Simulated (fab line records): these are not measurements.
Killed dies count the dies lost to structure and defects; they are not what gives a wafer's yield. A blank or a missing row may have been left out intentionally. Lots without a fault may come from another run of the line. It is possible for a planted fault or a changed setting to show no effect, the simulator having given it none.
A struck lot beside a sound one    flow rit-cmos    30 out of 202 route steps
Sound: these wafers, L115.1, L115.3, L115.6. The struck wafers were L123.1, L123.4, L123.5. The cause is given at the end.
Per side, at each step with rows, come the tool, then ch with its chambers, and then its first start. Under that, the readings that differ: sound wafers    struck wafers    difference of the means    sigmas: that difference in standard deviations of wafers without a fault.
alike: readings whose means differ by less than 2 such deviations, and words and numbers that are the same on both sides. not compared: withheld readings, readings that some wafer has no value for, bounds like >300 that may hide the same value, and numbers for which the record gives no deviation and whose values overlap.
A row with sigmas, a row that says differs or no value, or rows on one side alone: a step with any of these is where the two part. Numbers that have no deviation but don't overlap get no sigmas and don't part them. A reading missing from all wafers of one side parts the sides only when that side holds two or more wafers.

RIT_FOX2_THK_MEAS_01:
  sound on film-metro-01, day 2 19:45; struck on film-metro-04, day 4 11:27
reading              sound        struck       difference  sigmas
FOX2_OXIDE_THK (nm)  343 340 343  359 358 356  +16         +3
then, 2 steps without rows for these wafers: RIT_FOX2_CLEAN_02 (cleans in dHF, time 180 s); RIT_FOX2_WET_ETCH_03 (etches Si3N4 in H3PO4, target depth 195 nm, time 2700 s).
RIT_FOX2_THK_MEAS_90:
  sound on film-metro-01, day 2 20:41; struck on film-metro-03, day 4 12:24
reading                      sound        struck       difference  sigmas
FIELD_OXIDE_LEFT_1_THK (nm)  315 313 315  331 330 328  +15         +3
then, 6 steps without rows for these wafers: RIT_NWELL_HMDS_00 (prime time 60 s); RIT_NWELL_COAT_01 (resist thk 1300 nm); RIT_NWELL_SOFTBAKE_02 (time 60 s); RIT_NWELL_EXPOSE_03 (exposes mask M2, target cd 43900 nm); RIT_NWELL_PEB_04; RIT_NWELL_DEVELOP_05 (develop time 68 s).
RIT_NWELL_OVL_MEAS_06:
  sound on overlay-02, day 2 21:46; struck on overlay-02, day 4 13:20
  alike: NWELL_OVL
then, 1 step without rows for these wafers: RIT_NWELL_HARDBAKE_07 (time 120 s).
RIT_NWELL_IMPLANT_08:
  sound on implanter-04 ch 0, day 2 22:02; struck on implanter-04 ch 0, day 4 13:37
reading             sound                          struck                      difference  sigmas
dose-ions-cm2       5.012e+13 4.998e+13 4.995e+13  5.01e+12 4.97e+12 4.99e+12  -4.50e+13   -99 or more
faraday-current-uA  160 153 160                    16 16 16                    -142        -46
  alike: beam-energy-keV
RIT_NWELL_STRIP_09: strips in O2, time 180 s.
  sound on plasma-asher-02 ch 0,1, day 2 22:11; struck on plasma-asher-02 ch 0,1, day 4 13:46
  alike: drypump-motor-current-A
  not compared: rf-hours-counter-h
RIT_NWELL_TW_MEAS_10:
  sound on film-metro-03, day 2 22:22; struck on film-metro-03, day 4 13:57
reading   sound           struck          difference  sigmas
NWELL_TW  2158 2142 2146  1016 1015 1024  -1130       -87
then, 6 steps without rows for these wafers: RIT_PWELL_HMDS_00 (prime time 60 s); RIT_PWELL_COAT_01 (resist thk 1300 nm); RIT_PWELL_SOFTBAKE_02 (time 60 s); RIT_PWELL_EXPOSE_03 (exposes mask M3, target cd 43700 nm); RIT_PWELL_PEB_04; RIT_PWELL_DEVELOP_05 (develop time 68 s).
RIT_PWELL_OVL_MEAS_06:
  sound on overlay-02, day 2 23:34; struck on overlay-01, day 4 15:01
  alike: PWELL_OVL
then, 2 steps without rows for these wafers: RIT_PWELL_HARDBAKE_07 (time 120 s); RIT_PWELL_IMPLANT_08.
RIT_PWELL_STRIP_09: strips in O2, time 180 s.
  sound on plasma-asher-01 ch 0,1, day 3 00:00; struck on plasma-asher-01 ch 0,1, day 4 15:27
  alike: drypump-motor-current-A
  not compared: rf-hours-counter-h
RIT_PWELL_TW_MEAS_10:
  sound on film-metro-02, day 3 00:10; struck on film-metro-04, day 4 15:37
  alike: PWELL_TW
then, 1 step without rows for these wafers: RIT_WELLDRIVE_ANNEAL_00 (time 14700 s).
RIT_WELLDRIVE_RS_MEAS_01: measurement is done with a four-point probe.
  sound on film-metro-03, day 3 05:19; struck on film-metro-02, day 4 20:46
reading            sound              struck                difference  sigmas
NWELL_RS (ohm/sq)  274.3 274.1 275.3  1442.5 1429.4 1409.4  +1152.5     +99 or more
RIT_WELLDRIVE_RS_MEAS_02: measurement is done with a four-point probe.
  sound on film-metro-03, day 3 05:26; struck on film-metro-02, day 4 20:53
  alike: PWELL_RS
RIT_M1_PROBE_99:
  sound on prober-01, day 4 09:13; struck on prober-01, day 6 01:52
  alike: killed-at-contacts, killed-at-front-end, killed-dies, killed-on-rim, killed-open, killed-short

## WHERE THEY PART
Last at RIT_WELLDRIVE_RS_MEAS_01 as far as this record goes, first at RIT_FOX2_THK_MEAS_01. Later steps at which nothing parts them and some readings are alike: RIT_WELLDRIVE_RS_MEAS_02, RIT_M1_PROBE_99.

WHY: the cause the simulator had injected
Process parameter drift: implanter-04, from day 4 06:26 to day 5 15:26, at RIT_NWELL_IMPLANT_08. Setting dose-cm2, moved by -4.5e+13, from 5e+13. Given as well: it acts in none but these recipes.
